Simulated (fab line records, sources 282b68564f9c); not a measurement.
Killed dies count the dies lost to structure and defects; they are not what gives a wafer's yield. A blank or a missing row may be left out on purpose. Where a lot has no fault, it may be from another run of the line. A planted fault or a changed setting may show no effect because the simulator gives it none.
One fault seen from 2 desks + flow ritCmos + only its own numbers are on each desk; what lay behind them is given at the end

== TOOL OWNER'S DESK, lithoTrack-01 ==
The tool's own readings at RIT_PRETRO_COAT_01 (resist thk 1300 nm): means of the sampled wafers that have a number, for each lot that ran on this tool. Marked OUT: a lot whose mean sits more than 4 standard deviations from the usual mean, which makes it out of limits; the brackets give that distance.
Columns: A = spinSpeedRpm at RIT_PRETRO_COAT_01, usual 2000.2 rpm
| lot  | first seen here | A                        |
|------|-----------------|--------------------------|
| L244 | day 3 23:34     | 1999.3                   |
| L245 | day 4 03:34     | 2000.4                   |
| L249 | day 5 03:32     | 2001.3                   |
| L253 | day 5 21:11     | 1379.1 (-99 or more) OUT |
| L258 | day 7 00:14     | 1380.2 (-99 or more) OUT |
This desk's finding: out of limits on L253, L258; first on L253, day 5 21:11 (spinSpeedRpm at RIT_PRETRO_COAT_01). L244, L245, L249: within limits.

== FROM THE METROLOGY DESK ==
What the gauges read for every lot (on any tool): the sampled wafers with a number, averaged. Marked OUT: a lot whose mean sits more than 4 standard deviations from the usual mean, which makes it out of limits; the brackets give that distance.
Columns: A = NRETRO_OVL at RIT_NRETRO_OVL_MEAS_06, usual -0.4 nm; B = NRETRO_TW at RIT_NRETRO_TW_MEAS_10, usual 1052; C = PRETRO_OVL at RIT_PRETRO_OVL_MEAS_06, usual -1.2 nm
| lot  | first seen here | A    | B    | C    |
|------|-----------------|------|------|------|
| L238 | day 2 16:59     | 1.1  | 1043 | -0.1 |
| L244 | day 3 22:45     | -1.9 | 1046 | -0.7 |
| L245 | day 4 02:45     | -0.3 | 1060 | -0.8 |
| L249 | day 5 02:43     | 1.6  | 1044 | -2.7 |
| L253 | day 5 20:21     | -1.3 | 1044 | -1.6 |
| L258 | day 6 23:25     | 0.1  | 1043 | -0.7 |
This desk found nothing out of limits on any of the 6 lots.

== PUT TOGETHER ==
The tool owner's desk could have raised an alarm at day 5 21:11, on L253, L258.
From the metrology desk's view, nothing was out of limits.
The metrology desk has L253, L258 on record, within its limits.
RIT_PRETRO_COAT_01 was run on lithoTrack-01 by each of the lots named.

== WHAT THE SIMULATOR HAD INSERTED ==
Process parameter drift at RIT_PRETRO_COAT_01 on lithoTrack-01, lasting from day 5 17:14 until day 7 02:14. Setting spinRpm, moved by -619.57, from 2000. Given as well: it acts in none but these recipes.
Struck lots among those shown: L253, L258.
Delay in hours, fault start to first out-of-limits reading, by desk: the tool owner's desk at 4.
